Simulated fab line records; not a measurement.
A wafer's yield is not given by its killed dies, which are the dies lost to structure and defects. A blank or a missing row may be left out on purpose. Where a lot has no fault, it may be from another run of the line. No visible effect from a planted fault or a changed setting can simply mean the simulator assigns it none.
Comparing a struck lot with a sound one / flow ritCmos / 43 steps out of a route of 202
Sound: wafers L904.3, L904.5, L904.6. Wafers struck: L910.2, L910.3, L910.6. Last of all comes the cause.
At each step with rows: each side's tool, then ch and its chambers, then its first start. Under that, the readings that differ: sound wafers / struck wafers / difference of the means / sigmas: that difference in standard deviations of wafers without a fault.
alike: words and numbers the same on both sides, and readings whose means are apart by under 2 such deviations; not compared: readings that were withheld, readings missing a value for some wafer, numbers with overlapping values and no deviation given by the record, and bounds like >300 which may hide the same value.
The two part at a step that has a row with sigmas, a row that says differs or no value, or rows on one side only. When numbers do not overlap yet have no deviation, they are printed without sigmas and do not part them. A reading missing from all wafers of one side parts the sides only when that side holds two or more wafers.

first, 3 steps without rows for these wafers: RIT_PSD_HARDBAKE_07 (time 60 s); RIT_PSD_IMPLANT_08; RIT_PSD_STRIP_09 (strips in O2, time 180 s).
RIT_PSD_TW_MEAS_10:
  sound on filmMetro-04, day 3 09:22; struck on filmMetro-02, day 4 12:01
  alike: PSD_TW
then, 3 steps without rows for these wafers: RIT_SDANNEAL_CLEAN_00 (cleans in SC1, time 600 s); RIT_SDANNEAL_CLEAN_01 (cleans in dHF, time 30 s); RIT_SDANNEAL_CLEAN_02 (cleans in SC2, time 600 s).
RIT_SDANNEAL_RTA_03: time 5 s.
  sound on rtpAnneal-01 ch 0, day 3 09:50; struck on rtpAnneal-02 ch 0, day 4 12:26
  alike: annealTempCMax, rampUpCPerS, wafer_temp_C_max
RIT_SDANNEAL_RS_MEAS_04: the measuring method here is four-point-probe.
  sound on filmMetro-04, day 3 09:55; struck on filmMetro-02, day 4 12:30
  alike: PSD_RS
RIT_SDANNEAL_RS_MEAS_05: the measuring method here is four-point-probe.
  sound on filmMetro-04, day 3 10:02; struck on filmMetro-02, day 4 12:37
  alike: NSD_RS
RIT_SDANNEAL_RS_MEAS_06: the measuring method here is four-point-probe.
  sound on filmMetro-04, day 3 10:09; struck on filmMetro-02, day 4 12:44
  alike: PLDD_RS
RIT_SDANNEAL_RS_MEAS_07: the measuring method here is four-point-probe.
  sound on filmMetro-04, day 3 10:16; struck on filmMetro-02, day 4 12:52
  alike: NLDD_RS
RIT_SILICIDE_WET_ETCH_00: etches SiO2 in BOE, target depth 14 nm, time 15 s.
  sound on wetBench-01 ch 2, day 3 10:21; struck on wetBench-03 ch 0, day 4 12:58
RIT_SILICIDE_SPUTTER_01: material Ti, target thk 30 nm, time 246.8 s.
  sound on pvdSputter-02, day 3 10:22; struck on pvdSputter-03, day 4 12:58
  alike: cathodeDcPowerW, throttleValvePct
RIT_SILICIDE_RS_MEAS_02: the measuring method here is four-point-probe.
  sound on filmMetro-02, day 3 10:33; struck on filmMetro-04, day 4 13:08
  alike: SILICIDE_TI_RS
RIT_SILICIDE_THK_MEAS_03: measures by xrf.
  sound on filmMetro-02, day 3 10:39; struck on filmMetro-04, day 4 13:15
  alike: SILICIDE_TI_THK
then, 4 steps without rows for these wafers: RIT_SILICIDE_RTA_04 (time 10 s, ramp up 5 s, ramp down 5 s); RIT_SILICIDE_WET_ETCH_05 (etches Ti in SPM, time 120 s); RIT_SILICIDE_RTA_06 (time 10 s, ramp up 5 s, ramp down 10 s); RIT_CONTACT_CVD_00 (deposits SiO2 from TEOS, target thk 400 nm, time 61 s).
RIT_CONTACT_THK_MEAS_01:
  sound on filmMetro-03, day 3 10:56; struck on filmMetro-01, day 4 13:32
  alike: CONTACT_TEOS_THK
then, 6 steps without rows for these wafers: RIT_CONTACT_HMDS_02 (prime time 60 s); RIT_CONTACT_COAT_03 (resist thk 1000 nm); RIT_CONTACT_SOFTBAKE_04 (time 60 s); RIT_CONTACT_EXPOSE_05 (exposes mask M11, target cd 1000 nm); RIT_CONTACT_PEB_06; RIT_CONTACT_DEVELOP_07 (develop time 120 s).
RIT_CONTACT_CD_MEAS_08: the cd target is 1000 nm.
  sound on cdSem-01, day 3 11:59; struck on cdSem-01, day 4 14:44
  alike: cdNm
RIT_CONTACT_OVL_MEAS_09:
  sound on overlay-02, day 3 12:05; struck on overlay-01, day 4 14:50
  alike: CONTACT_OVL
then, 1 step without rows for these wafers: RIT_CONTACT_HARDBAKE_10 (time 60 s).
RIT_CONTACT_ETCH_11: etches SiO2 in CHF3/CF4/Ar, stops on TiSi2, target depth 480 nm, time 320 s.
  sound on rieDiel-02 ch 0,2,3, day 3 12:15; struck on rieDiel-02 ch 1,3, day 4 15:01
  alike: drypumpMotorCurrentA, oesProductAu, throttleValvePct
  not compared: rfHoursCounterH
RIT_CONTACT_STRIP_12: strips in O2, time 180 s.
  sound on plasmaAsher-01 ch 0,1, day 3 12:31; struck on plasmaAsher-01 ch 0, day 4 15:13
  alike: drypumpMotorCurrentA, rfReflPowerW
  not compared: rfHoursCounterH
RIT_CONTACT_CD_MEAS_90: the cd target is 1000 nm.
  sound on cdSem-01, day 3 12:40; struck on cdSem-02, day 4 15:25
  alike: cdNm
then, 2 steps without rows for these wafers: RIT_CONTACT_CLEAN_13 (cleans in SC1, time 600 s); RIT_CONTACT_CLEAN_14 (cleans in SC2, time 600 s).
RIT_M1_SPUTTER_00: material Al, target thk 400 nm, time 500 s.
  sound on pvdSputter-04, day 3 13:07; struck on pvdSputter-02, day 4 16:07
reading=cathodeDcPowerW (W); sound=2000.7 1999.6 2000.5; struck=1999.6 1999.0 1999.6; difference=-0.9; sigmas=-2
  alike: throttleValvePct
RIT_M1_RS_MEAS_01: the measuring method here is four-point-probe.
  sound on filmMetro-02, day 3 13:26; struck on filmMetro-01, day 4 16:26
  alike: M1_AL_RS
RIT_M1_THK_MEAS_02: measures by xrf.
  sound on filmMetro-02, day 3 13:32; struck on filmMetro-01, day 4 16:32
  alike: M1_AL_THK
then, 4 steps without rows for these wafers: RIT_M1_HMDS_03 (prime time 60 s); RIT_M1_COAT_04 (resist thk 1281 nm); RIT_M1_SOFTBAKE_05 (time 60 s); RIT_M1_EXPOSE_06 (exposes mask M12, target cd 2600 nm).
RIT_M1_PROBE_99:
  only the struck wafers here have rows in the record (prober-02, day 4 20:14); the sound ones have none

WHERE THEY PART
Earliest at RIT_M1_SPUTTER_00; latest, in this record, at RIT_M1_PROBE_99.

WHY: what the simulator had put in
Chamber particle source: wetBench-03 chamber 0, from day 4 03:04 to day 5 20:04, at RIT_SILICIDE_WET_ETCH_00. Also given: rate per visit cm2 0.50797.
